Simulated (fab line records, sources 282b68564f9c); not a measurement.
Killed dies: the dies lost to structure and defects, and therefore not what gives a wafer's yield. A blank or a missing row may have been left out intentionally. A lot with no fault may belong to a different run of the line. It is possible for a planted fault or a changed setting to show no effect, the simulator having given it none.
Split-lot study || flow rit-cmos || on a route of 202 steps: 5 lots, 23 wafers read

== SPLIT DETAILS ==
At RIT_NWELL_IMPLANT_08, the setting dose-cm2 was moved away from the recipe's 5e+13 on 8 of the 23 wafers read, by -2.9% to +7.5%. All remaining wafers had this setting at the recipe value.

== FROM THE SPLIT TO THE READING: what the file shows between them, 5 steps ==
- RIT_NWELL_STRIP_09: strips in O2, time 180 s
- RIT_NWELL_TW_MEAS_10
- RIT_PWELL_DEVELOP_05: develop time 68 s (also split here: develop-time-s)
- RIT_PWELL_HARDBAKE_07: time 120 s
- RIT_WELLDRIVE_ANNEAL_00: time 14700 s

== THE READING ==
NWELL_RS in ohm/sq, measured at RIT_WELLDRIVE_RS_MEAS_01 by four-point-probe. On this fab line, fault-free wafers typically give 275.8 ohm/sq with a standard deviation of 0.74 ohm/sq.

{"wafer": "L074.2", "tool, chamber at the split": "implanter-01, 0", "dose-cm2 as run": 5e+13, "against the recipe": "recipe", "NWELL_RS, ohm/sq": 276.6, "against lot-mates on the recipe": "-"}
{"wafer": "L074.4", "tool, chamber at the split": "implanter-01, 0", "dose-cm2 as run": 5e+13, "against the recipe": "recipe", "NWELL_RS, ohm/sq": 276.4, "against lot-mates on the recipe": "-"}
{"wafer": "L074.6", "tool, chamber at the split": "implanter-01, 0", "dose-cm2 as run": 5e+13, "against the recipe": "recipe", "NWELL_RS, ohm/sq": 277.1, "against lot-mates on the recipe": "-"}
{"wafer": "L078.2", "tool, chamber at the split": "implanter-03, 0", "dose-cm2 as run": 5e+13, "against the recipe": "recipe", "NWELL_RS, ohm/sq": 276.6, "against lot-mates on the recipe": "-"}
{"wafer": "L078.3", "tool, chamber at the split": "implanter-03, 0", "dose-cm2 as run": 5e+13, "against the recipe": "recipe", "NWELL_RS, ohm/sq": 276.3, "against lot-mates on the recipe": "-"}
{"wafer": "L078.4", "tool, chamber at the split": "implanter-03, 0", "dose-cm2 as run": 5.373e+13, "against the recipe": "+7.5%", "NWELL_RS, ohm/sq": 264.5, "against lot-mates on the recipe": -12.0}
{"wafer": "L078.5", "tool, chamber at the split": "implanter-03, 0", "dose-cm2 as run": 5.373e+13, "against the recipe": "+7.5%", "NWELL_RS, ohm/sq": 265.6, "against lot-mates on the recipe": -10.9}
{"wafer": "L078.6", "tool, chamber at the split": "implanter-03, 0", "dose-cm2 as run": 5.373e+13, "against the recipe": "+7.5%", "NWELL_RS, ohm/sq": 265.0, "against lot-mates on the recipe": -11.5}
{"wafer": "L079.1", "tool, chamber at the split": "implanter-02, 0", "dose-cm2 as run": 5e+13, "against the recipe": "recipe", "NWELL_RS, ohm/sq": 275.1, "against lot-mates on the recipe": "-"}
{"wafer": "L079.2", "tool, chamber at the split": "implanter-02, 0", "dose-cm2 as run": 5e+13, "against the recipe": "recipe", "NWELL_RS, ohm/sq": 276.1, "against lot-mates on the recipe": "-"}
{"wafer": "L079.3", "tool, chamber at the split": "implanter-02, 0", "dose-cm2 as run": 5e+13, "against the recipe": "recipe", "NWELL_RS, ohm/sq": 276.2, "against lot-mates on the recipe": "-"}
{"wafer": "L079.4", "tool, chamber at the split": "implanter-02, 0", "dose-cm2 as run": 5e+13, "against the recipe": "recipe", "NWELL_RS, ohm/sq": 275.0, "against lot-mates on the recipe": "-"}
{"wafer": "L079.5", "tool, chamber at the split": "implanter-02, 0", "dose-cm2 as run": 5e+13, "against the recipe": "recipe", "NWELL_RS, ohm/sq": 276.1, "against lot-mates on the recipe": "-"}
{"wafer": "L080.1", "tool, chamber at the split": "implanter-03, 0", "dose-cm2 as run": 4.855e+13, "against the recipe": "-2.9%", "NWELL_RS, ohm/sq": 280.8, "against lot-mates on the recipe": "+4.2"}
{"wafer": "L080.2", "tool, chamber at the split": "implanter-03, 0", "dose-cm2 as run": 4.855e+13, "against the recipe": "-2.9%", "NWELL_RS, ohm/sq": 281.0, "against lot-mates on the recipe": "+4.4"}
{"wafer": "L080.3", "tool, chamber at the split": "implanter-03, 0", "dose-cm2 as run": 4.855e+13, "against the recipe": "-2.9%", "NWELL_RS, ohm/sq": 281.1, "against lot-mates on the recipe": "+4.5"}
{"wafer": "L080.5", "tool, chamber at the split": "implanter-03, 0", "dose-cm2 as run": 5e+13, "against the recipe": "recipe", "NWELL_RS, ohm/sq": 276.7, "against lot-mates on the recipe": "-"}
{"wafer": "L080.6", "tool, chamber at the split": "implanter-03, 0", "dose-cm2 as run": 5e+13, "against the recipe": "recipe", "NWELL_RS, ohm/sq": 276.6, "against lot-mates on the recipe": "-"}
{"wafer": "L081.2", "tool, chamber at the split": "implanter-01, 0", "dose-cm2 as run": 5e+13, "against the recipe": "recipe", "NWELL_RS, ohm/sq": 275.8, "against lot-mates on the recipe": "-"}
{"wafer": "L081.3", "tool, chamber at the split": "implanter-01, 0", "dose-cm2 as run": 5e+13, "against the recipe": "recipe", "NWELL_RS, ohm/sq": 275.5, "against lot-mates on the recipe": "-"}
{"wafer": "L081.4", "tool, chamber at the split": "implanter-01, 0", "dose-cm2 as run": 5.35e+13, "against the recipe": "+7.0%", "NWELL_RS, ohm/sq": 264.8, "against lot-mates on the recipe": -11.0}
{"wafer": "L081.5", "tool, chamber at the split": "implanter-01, 0", "dose-cm2 as run": 5.35e+13, "against the recipe": "+7.0%", "NWELL_RS, ohm/sq": 265.8, "against lot-mates on the recipe": -10.0}
{"wafer": "L081.6", "tool, chamber at the split": "implanter-01, 0", "dose-cm2 as run": 5e+13, "against the recipe": "recipe", "NWELL_RS, ohm/sq": 276.2, "against lot-mates on the recipe": "-"}

FIT RESULTS
A straight line over all 23 wafers: NWELL_RS changes by -1.53 ohm/sq for each +1% of dose-cm2; r = -0.99; the points scatter about the line by 0.56 ohm/sq.
The same after taking each lot's own level away (the mean of its wafers on the recipe; 23 wafers): -1.52 ohm/sq for each +1%; r = -1.00; scatter 0.39 ohm/sq.
On that fit, the largest move of dose-cm2 shifts the reading by 11 ohm/sq.
The lots' own levels span 275.70 to 276.70 ohm/sq, that is 1.4 times the standard deviation above.
Consequently the slope shifts little with the lot-to-lot level, the two slopes agreeing.
Check: with one of the wafers moved furthest among these (+7.5%) left out of the fit, the line predicts -11.2 ohm/sq for it against its lot-mates. It came out at -12 ohm/sq against them.

== ADDITIONAL SPLITS CARRIED BY THESE WAFERS ==
Note: prior to the reading, these wafers also went through further splits. Each is held against what the fit with the lots' levels taken away leaves over:
{"other split on the same wafers": "RIT_ACTIVE_COAT_06 resist-thk-nm", "wafers away from the commonest value": 7, "r with NWELL_RS (lot level and that fit taken away)": "+0.13"}
{"other split on the same wafers": "RIT_ACTIVE_DEVELOP_10 develop-time-s", "wafers away from the commonest value": 10, "r with NWELL_RS (lot level and that fit taken away)": -0.41}
{"other split on the same wafers": "RIT_ACTIVE_STRIP_14 pressure-mtorr", "wafers away from the commonest value": 15, "r with NWELL_RS (lot level and that fit taken away)": -0.09}
{"other split on the same wafers": "RIT_NWELL_COAT_01 spin-rpm", "wafers away from the commonest value": 8, "r with NWELL_RS (lot level and that fit taken away)": "+0.03"}
{"other split on the same wafers": "RIT_PWELL_DEVELOP_05 develop-time-s", "wafers away from the commonest value": 10, "r with NWELL_RS (lot level and that fit taken away)": "+0.00"}

== THE WHOLE CHAIN: every reading that the file lists as answering this split, in the file's order ==
{"step": "RIT_NWELL_TW_MEAS_10", "what it does": "", "reading": "NWELL_TW", "change (the file's fit)": "+7.95 for each +1% of the setting", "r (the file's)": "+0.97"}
{"step": "RIT_WELLDRIVE_RS_MEAS_01", "what it does": "measures by four-point-probe", "reading": "NWELL_RS", "change (the file's fit)": "-1.51 for each +1% of the setting", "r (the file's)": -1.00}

== FILE'S OWN FIT ==
NWELL_RS changes by -1.51 ohm/sq for each +1% of dose-cm2, r = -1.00.
